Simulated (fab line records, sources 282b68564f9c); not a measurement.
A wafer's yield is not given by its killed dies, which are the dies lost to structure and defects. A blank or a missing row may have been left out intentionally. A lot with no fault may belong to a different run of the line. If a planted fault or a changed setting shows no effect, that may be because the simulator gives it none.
fab line records | flow rit-cmos
record: lots: 5 | wafers: 15 | last-day: 7
route steps=202 shown ACTIVE@14 FOX1@20 FOX2@23 M1@202
lots that met no fault: from a run of the same line without faults
start-h: hours from the record's opening day to when the first of the lot's shown wafers began | wait-h: time in hours since the lot's previous step | " identical to the entry in the row above | L1.1+2: one row covering several wafers at once | - no value, or no start given | * or withheld: withheld | < > ~ a bound
route shown NAME@n: a module of which the file shows steps, and the number in the route of the first | usual: average and standard deviation across the fault-free wafers | same: alike in all rows | chamber/n: place in a boat | sites: per-site readings | _std_site: standard deviation across them | _edge_site: outer sites' mean less inner sites' | radius-mm: how far each site lies from the wafer's centre | mask NAME#n: copy n | behind: tool/chamber where the wafer was last shaped | hold: what put the lot on hold/how long, in hours/how the hold closed | device: which transistor (n, p or np) failed to switch | end of line: the same wafers' tests at the end of the route | for a step that has no rows: nothing shown but its recipe | killed: count of dies lost to structure and defects at first sort (not the wafer's yield) | map: shows each die of a wafer: x if killed, . if not, _ if none is there
set.NAME: setting as actually run; set.NAME@STEP: the setting as run at that earlier step | model.NAME: the simulator's own value behind a step, which no gauge read
certain route steps with their lots: each step a table, each wafer a row
services: from which hour (start-h, from the record's first day; less than 0 if before it) a tool's chamber was out of use, for how many hours, and why
== steps ==
step: RIT_ACTIVE_ETCH_13
recipe: stop-on: SiO2 | chemistry: SF6 | target: Si3N4 | time-s: 210 | over-etch-frac: 0.4 | SF6_flow_sccm: 200 | pressure-mtorr: 260 | rf-w: 125 | target-depth-a: 2100
usual: drypump-motor-current-A: 5.7/0.44 | oes-product-au: 0.816/0.012 | run-length-s: 238.4/0.45 | throttle-valve-pct: 7.52/0.12
lot.wafer | tool        | chamber | start-h | wait-h | drypump-motor-current-A | oes-product-au | rf-hours-counter-h | run-length-s | throttle-valve-pct
L848.4    | rie-diel-01 | 3       | 27.99   | 0.1    | 6.0                     | 0.814          | 4                  | 238.4        | 7.54
L848.5    | "           | 1       | "       | "      | 5.6                     | 0.807          | -                  | 238.2        | 7.49
L848.6    | "           | 2       | "       | "      | 5.9                     | 0.816          | -                  | 239.1        | 7.50
L850.3    | rie-diel-02 | 2       | 35.37   | 0.1    | 5.3                     | 0.844          | 65                 | 237.7        | 7.35
L850.4    | "           | 1       | "       | "      | 5.2                     | 0.831          | 69                 | 237.5        | 7.45
L850.6    | "           | 2       | "       | "      | 5.3                     | 0.836          | -                  | 237.7        | 7.34
L857.3    | rie-diel-01 | 1       | 71.93   | 0.1    | 5.7                     | 0.813          | 13                 | 238.7        | 7.49
L857.4    | "           | 2       | "       | "      | 5.9                     | 0.815          | 82                 | 238.8        | 7.52
L857.6    | "           | 1       | "       | "      | 5.6                     | 0.816          | -                  | 238.2        | 7.49
L862.1    | rie-diel-02 | 2       | 98.29   | 0.1    | 5.3                     | 0.847          | 65                 | 238.0        | 7.35
L862.3    | "           | 1       | "       | "      | 5.2                     | 0.823          | 71                 | 237.6        | 7.45
L862.5    | "           | 1       | "       | "      | 5.2                     | 0.828          | -                  | 237.3        | 7.45
L863.1    | rie-diel-04 | 3       | 101.49  | 0.1    | 5.9                     | 0.809          | 130                | 238.5        | 7.43
L863.2    | "           | 0       | "       | "      | 4.8                     | 0.806          | 78                 | 238.5        | 7.73
L863.5    | "           | 1       | "       | "      | 6.2                     | 0.791          | -                  | 238.2        | 7.46
step: RIT_ACTIVE_STRIP_14
recipe: chemistry: O2 | time-s: 180 | resist: NOVOLAK | platen-temp-c: withheld | power-w: 500 | pressure-mtorr: 4000 | o2-flow-sccm: 4000
usual: drypump-motor-current-A: 5.4/0.42
lot.wafer | tool            | chamber | start-h | wait-h | drypump-motor-current-A | rf-hours-counter-h
L848.4    | plasma-asher-04 | 1       | 28.18   | 0.1    | 5.3                     | -
L848.5    | "               | 1       | "       | "      | 5.3                     | -
L848.6    | "               | 0       | "       | "      | 5.9                     | -
L850.3    | plasma-asher-03 | 0       | 35.56   | 0.1    | 5.9                     | -
L850.4    | "               | 1       | "       | "      | 5.7                     | -
L850.6    | "               | 0       | "       | "      | 5.9                     | -
L857.3    | plasma-asher-01 | 1       | 72.12   | 0.1    | 4.9                     | -
L857.4    | "               | 0       | "       | "      | 5.0                     | -
L857.6    | "               | 1       | "       | "      | 4.8                     | -
L862.1    | plasma-asher-04 | 0       | 98.42   | 0.1    | 6.0                     | 44
L862.3    | "               | 1       | "       | "      | 5.3                     | -
L862.5    | "               | 0       | "       | "      | 5.9                     | -
L863.1    | plasma-asher-01 | 1       | 101.62  | 0.1    | 4.8                     | 44
L863.2    | "               | 0       | "       | "      | 5.0                     | 44
L863.5    | "               | 1       | "       | "      | 4.8                     | -
step: RIT_ACTIVE_CD_MEAS_90
recipe: target-cd-nm: 1400
usual: cd-nm: 1399.9/2.1
lot.wafer | tool      | chamber | start-h | wait-h | cd-nm
L848.4    | cd-sem-02 | -       | 28.47   | 0.2    | 1401.3
L848.5    | "         | -       | "       | "      | 1400.6
L848.6    | "         | -       | "       | "      | 1401.6
L850.3    | cd-sem-01 | -       | 35.72   | 0.1    | 1401.9
L850.4    | "         | -       | "       | "      | 1398.9
L850.6    | "         | -       | "       | "      | 1398.5
L857.3    | cd-sem-01 | -       | 72.28   | 0.1    | 1397.0
L857.4    | "         | -       | "       | "      | 1396.6
L857.6    | "         | -       | "       | "      | 1396.2
L862.1    | cd-sem-01 | -       | 98.59   | 0.1    | 1402.9
L862.3    | "         | -       | "       | "      | 1401.8
L862.5    | "         | -       | "       | "      | 1400.7
L863.1    | cd-sem-01 | -       | 101.80  | 0.1    | 1397.4
L863.2    | "         | -       | "       | "      | 1402.5
L863.5    | "         | -       | "       | "      | 1401.6
step: RIT_ACTIVE_CLEAN_15
recipe: chemistry: SC1 | mix: 3:3:50 | time-s: 575.9 | temp-c: 75
step: RIT_ACTIVE_CLEAN_16
recipe: chemistry: dHF | dilution: 50:1 | time-s: 30
step: RIT_ACTIVE_CLEAN_17
recipe: chemistry: SC2 | mix: 3:3:50 | time-s: 600 | temp-c: 75 | dry: n2-spin
step: RIT_FOX1_OXIDATION_00
recipe: temp-c: 1100 | ambient: H2O | target-thk-a: 3507 | p-h2o-torr: 720 | ox-time-s: 1130
step: RIT_FOX1_THK_MEAS_01
recipe: reads: SiO2_of_FOX1_OXIDATION_00
usual: FOX1_OXIDE_THK: 353/7.1
lot.wafer | tool          | chamber | start-h | wait-h | FOX1_OXIDE_THK[nm]
L848.4    | film-metro-02 | -       | 30.96   | 0.0    | 348
L848.5    | "             | -       | "       | "      | 343
L848.6    | "             | -       | "       | "      | 351
L850.3    | film-metro-03 | -       | 40.56   | 0.0    | 350
L850.4    | "             | -       | "       | "      | 351
L850.6    | "             | -       | "       | "      | 352
L857.3    | film-metro-03 | -       | 74.06   | 0.0    | 358
L857.4    | "             | -       | "       | "      | 354
L857.6    | "             | -       | "       | "      | 353
L862.1    | film-metro-03 | -       | 100.84  | 0.0    | 356
L862.3    | "             | -       | "       | "      | 354
L862.5    | "             | -       | "       | "      | 348
L863.1    | film-metro-01 | -       | 106.00  | 0.0    | 354
L863.2    | "             | -       | "       | "      | 352
L863.5    | "             | -       | "       | "      | 352
step: RIT_FOX1_WET_ETCH_02
recipe: chemistry: BOE | target-depth-nm: 350 | time-s: 390 | temp-c: 21.5 | dry: n2-spin | dilution: 10:1 | target: SiO2
step: RIT_FOX2_OXIDATION_00
recipe: temp-c: 1100 | ambient: H2O | target-thk-a: 3507 | p-h2o-torr: 720 | ox-time-s: 1130
step: RIT_FOX2_THK_MEAS_01
recipe: reads: SiO2_of_FOX2_OXIDATION_00
usual: FOX2_OXIDE_THK: 350/7.9
lot.wafer | tool          | chamber | start-h | wait-h | FOX2_OXIDE_THK[nm]
L848.4    | film-metro-03 | -       | 32.47   | 0.0    | 346
L848.5    | "             | -       | "       | "      | 342
L848.6    | "             | -       | "       | "      | 344
L850.3    | film-metro-04 | -       | 44.01   | 0.0    | 340
L850.4    | "             | -       | "       | "      | 338
L850.6    | "             | -       | "       | "      | 339
L857.3    | film-metro-03 | -       | 77.56   | 0.0    | 346
L857.4    | "             | -       | "       | "      | 339
L857.6    | "             | -       | "       | "      | 341
L862.1    | film-metro-04 | -       | 105.23  | 0.0    | 344
L862.3    | "             | -       | "       | "      | 344
L862.5    | "             | -       | "       | "      | 340
L863.1    | film-metro-04 | -       | 111.37  | 0.0    | 354
L863.2    | "             | -       | "       | "      | 355
L863.5    | "             | -       | "       | "      | 355
step: RIT_FOX2_CLEAN_02
recipe: chemistry: dHF | dilution: 50:1 | time-s: 180
step: RIT_FOX2_WET_ETCH_03
recipe: chemistry: H3PO4 | target: Si3N4 | target-depth-nm: 195 | temp-c: 165 | time-s: 2700
usual: run-length-s: 2728/3.8
lot.wafer | tool         | chamber | start-h | wait-h | run-length-s | model.SiO2_of_ACTIVE_OXIDATION_01.thk-nm
L848.4    | wet-bench-04 | 3       | 32.56   | 0.0    | 2728         | 41.53
L848.5    | "            | 3       | "       | "      | 2728         | 40.58
L848.6    | "            | 3       | "       | "      | 2728         | 40.39
L850.3    | wet-bench-02 | 0       | 44.11   | 0.0    | 2725         | 41.57
L850.4    | "            | 0       | "       | "      | 2725         | 42.29
L850.6    | "            | 0       | "       | "      | 2725         | 40.97
L857.3    | wet-bench-04 | 1       | 77.66   | 0.0    | 5425         | 36.79
L857.4    | "            | 1       | "       | "      | 5425         | 36.41
L857.6    | "            | 1       | "       | "      | 5425         | 37.03
L862.1    | wet-bench-02 | 0       | 105.35  | 0.0    | 2725         | 41.21
L862.3    | "            | 0       | "       | "      | 2725         | 41.11
L862.5    | "            | 0       | "       | "      | 2725         | 41.51
L863.1    | wet-bench-01 | 0       | 111.49  | 0.0    | 2726         | 40.82
L863.2    | "            | 0       | "       | "      | 2726         | 40.76
L863.5    | "            | 0       | "       | "      | 2726         | 41.36
step: RIT_FOX2_THK_MEAS_90
recipe: reads: SiO2_of_FOX2_OXIDATION_00
usual: FIELD_OXIDE_LEFT_1_THK: 323/7.9
lot.wafer | tool          | chamber | start-h | wait-h | FIELD_OXIDE_LEFT_1_THK[nm]
L848.4    | film-metro-03 | -       | 33.35   | 0.0    | 319
L848.5    | "             | -       | "       | "      | 315
L848.6    | "             | -       | "       | "      | 317
L850.3    | film-metro-03 | -       | 44.89   | 0.0    | 313
L850.4    | "             | -       | "       | "      | 311
L850.6    | "             | -       | "       | "      | 311
L857.3    | film-metro-04 | -       | 78.44   | 0.0    | 308
L857.4    | "             | -       | "       | "      | 300
L857.6    | "             | -       | "       | "      | 302
L862.1    | film-metro-04 | -       | 106.11  | 0.0    | 316
L862.3    | "             | -       | "       | "      | 317
L862.5    | "             | -       | "       | "      | 313
L863.1    | film-metro-01 | -       | 112.25  | 0.0    | 327
L863.2    | "             | -       | "       | "      | 327
L863.5    | "             | -       | "       | "      | 328
step: RIT_M1_PROBE_99
usual: killed_at_M0_to_M3: 0.0/0.12 | killed-at-contacts: 0.1/0.25 | killed-at-front-end: 7/3.2 | killed-dies: 7/3.2 | killed-open: 3.5/2.2 | killed-short: 3.6/2.1
same: gross-dies: 264 | killed_at_M4_up: 0 | killed-at-back-side: 0 | killed-at-other: 0
lot.wafer | tool      | chamber | start-h | wait-h | killed_at_M0_to_M3 | killed-at-contacts | killed-at-front-end | killed-dies | killed-open | killed-short
L848.4    | prober-02 | -       | 74.46   | 0.2    | 0                  | 0                  | 5                   | 5           | 0           | 5
L848.5    | prober-02 | -       | 74.51   | 0.2    | 0                  | 0                  | 19                  | 19          | 10          | 9
L848.6    | prober-02 | -       | 74.56   | 0.2    | 0                  | 0                  | 12                  | 12          | 5           | 7
L850.3    | prober-02 | -       | 84.08   | 0.2    | 0                  | 0                  | 6                   | 6           | 3           | 3
L850.4    | prober-02 | -       | 84.13   | 0.2    | 0                  | 0                  | 11                  | 11          | 7           | 4
L850.6    | prober-02 | -       | 84.23   | 0.2    | 0                  | 0                  | 6                   | 6           | 4           | 2
L857.3    | prober-01 | -       | 124.47  | 0.2    | 0                  | 0                  | 6                   | 6           | 5           | 1
L857.4    | prober-01 | -       | 124.52  | 0.2    | 0                  | 0                  | 4                   | 4           | 2           | 2
L857.6    | prober-01 | -       | 124.62  | 0.2    | 0                  | 0                  | 12                  | 12          | 5           | 7
L862.1    | prober-02 | -       | 151.22  | 0.1    | 0                  | 1                  | 7                   | 8           | 3           | 5
L862.3    | prober-02 | -       | 151.32  | 0.2    | 0                  | 0                  | 10                  | 10          | 5           | 5
L862.5    | prober-02 | -       | 151.42  | 0.2    | 1                  | 0                  | 5                   | 6           | 3           | 3
L863.1    | prober-01 | -       | 158.41  | 0.1    | 0                  | 0                  | 4                   | 4           | 0           | 4
L863.2    | prober-01 | -       | 158.46  | 0.1    | 0                  | 0                  | 2                   | 2           | 2           | 0
L863.5    | prober-01 | -       | 158.61  | 0.2    | 0                  | 0                  | 7                   | 7           | 5           | 2
killed by level:class
L848.4 SPACER:geometric-particle:short=4 SILICIDE:geometric-particle:short=1
L848.5 FOX1:geometric-particle:open=3 FOX1:geometric-particle:short=2 GATE:geometric-particle:short=2 GATE:geometric-particle:open=2 REOX:geometric-particle:short=2 SILICIDE:geometric-particle:short=2 SILICIDE:geometric-particle:open=2 FOX2:geometric-particle:open=1
L848.6 GATE:geometric-particle:short=4 GATE:geometric-particle:open=3 SPACER:geometric-particle:short=2 FOX1:geometric-particle:short=1 SPACER:geometric-particle:open=1 SILICIDE:geometric-particle:open=1
L850.3 GATE:geometric-particle:open=2 GATE:geometric-particle:short=2 SPACER:geometric-particle:open=1 SPACER:geometric-particle:short=1
L850.4 GATE:geometric-particle:open=3 GATE:geometric-particle:short=2 SPACER:geometric-particle:open=2 FOX1:geometric-particle:open=1 FOX1:geometric-particle:short=1 REOX:geometric-particle:open=1 SILICIDE:geometric-particle:short=1
L850.6 GATE:geometric-particle:open=2 FOX1:geometric-particle:open=1 FOX1:geometric-particle:short=1 GATE:geometric-particle:short=1 SPACER:geometric-particle:open=1
L857.3 FOX1:geometric-particle:open=2 GATE:geometric-particle:open=2 ACTIVE:geometric-particle:short=1 FOX2:geometric-particle:open=1
L857.4 FOX1:geometric-particle:open=1 GATE:geometric-particle:open=1 GATE:geometric-particle:short=1 SILICIDE:geometric-particle:short=1
L857.6 GATE:geometric-particle:short=3 SPACER:geometric-particle:open=3 GATE:geometric-particle:open=2 SPACER:geometric-particle:short=2 FOX1:geometric-particle:short=1 REOX:geometric-particle:short=1
L862.1 SPACER:geometric-particle:short=2 SPACER:geometric-particle:open=2 FOX1:geometric-particle:short=1 SILICIDE:geometric-particle:open=1 SILICIDE:geometric-particle:short=1 CONTACT:geometric-particle:short=1
L862.3 GATE:geometric-particle:short=3 FOX1:geometric-particle:open=2 GATE:geometric-particle:open=2 REOX:geometric-particle:open=1 REOX:geometric-particle:short=1 SPACER:geometric-particle:short=1
L862.5 FOX1:geometric-particle:short=1 FOX2:geometric-particle:open=1 REOX:geometric-particle:open=1 SILICIDE:geometric-particle:short=1 SILICIDE:geometric-particle:open=1 M1:geometric-particle:short=1
L863.1 FOX1:geometric-particle:short=2 GATE:geometric-particle:short=2
L863.2 SPACER:geometric-particle:open=2
L863.5 SPACER:geometric-particle:open=2 SPACER:geometric-particle:short=2 SILICIDE:geometric-particle:open=2 GATE:geometric-particle:open=1
== services ==
tool            | chamber | start-h | hours | kind
rie-diel-01     | 2       | 5.38    | 3.6   | repair
plasma-asher-04 | -       | 17.94   | 6.0   | repair
wet-bench-04    | -       | 19.21   | 6.3   | repair
rie-diel-01     | 0       | 33.63   | -     | clean
rie-diel-01     | 0       | 33.63   | 16.7  | scheduled-down
rie-diel-01     | 0       | 33.63   | 16.7  | vent-cycle
plasma-asher-04 | -       | 43.51   | 3.7   | repair
rie-diel-02     | 2       | 47.65   | 16.1  | repair
rie-diel-01     | 1       | 49.92   | 13.7  | repair
plasma-asher-04 | -       | 51.11   | 3.1   | repair
rie-diel-01     | 2       | 52.35   | 3.6   | repair
rie-diel-04     | 2       | 62.58   | 1.5   | repair
plasma-asher-03 | -       | 69.14   | 3.4   | repair
plasma-asher-04 | -       | 77.09   | 1.1   | repair
rie-diel-01     | -       | 84.90   | 2.8   | pm
rie-diel-01     | -       | 90.31   | 14.6  | pm
rie-diel-04     | 3       | 103.86  | 3.8   | repair
plasma-asher-04 | -       | 108.75  | 9.0   | pm
plasma-asher-04 | 0       | 108.75  | 9.0   | vent-cycle
plasma-asher-04 | 1       | 108.75  | 9.0   | vent-cycle
== key ==
first-sign: step: RIT_FOX2_WET_ETCH_03 | reading: run-length-s | direction: up | sigmas: 99+ | usual: * | struck: *
effect: step: RIT_FOX2_THK_MEAS_90 | reading: FIELD_OXIDE_LEFT_1_THK | direction: down | sigmas: 2.5 | usual: 323 | struck: 303
model-effect: step: RIT_FOX2_WET_ETCH_03 | value: SiO2_of_ACTIVE_OXIDATION_01.thk-nm | without: 42.19 | struck: 36.74
met-at RIT_FOX2_WET_ETCH_03
struck-wafers L857.3,L857.4,L857.6
tester-left-out L857
fault: kind: process-parameter-drift | tool: wet-bench-04 | chamber: 1 | onset-h: 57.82 | steps: RIT_FOX2_WET_ETCH_03 | channel: time-s | offset: * | shape: step | end-h: 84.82 | acts-in: * | stated: *
tester-left-out: of these lots the tester's yield and bins aren't shown, on N5 and GAA mostly nor the transistor test; their killed dies are dies lost to structure and defects alone, not to doping, threshold or leakage, so they don't give the yield
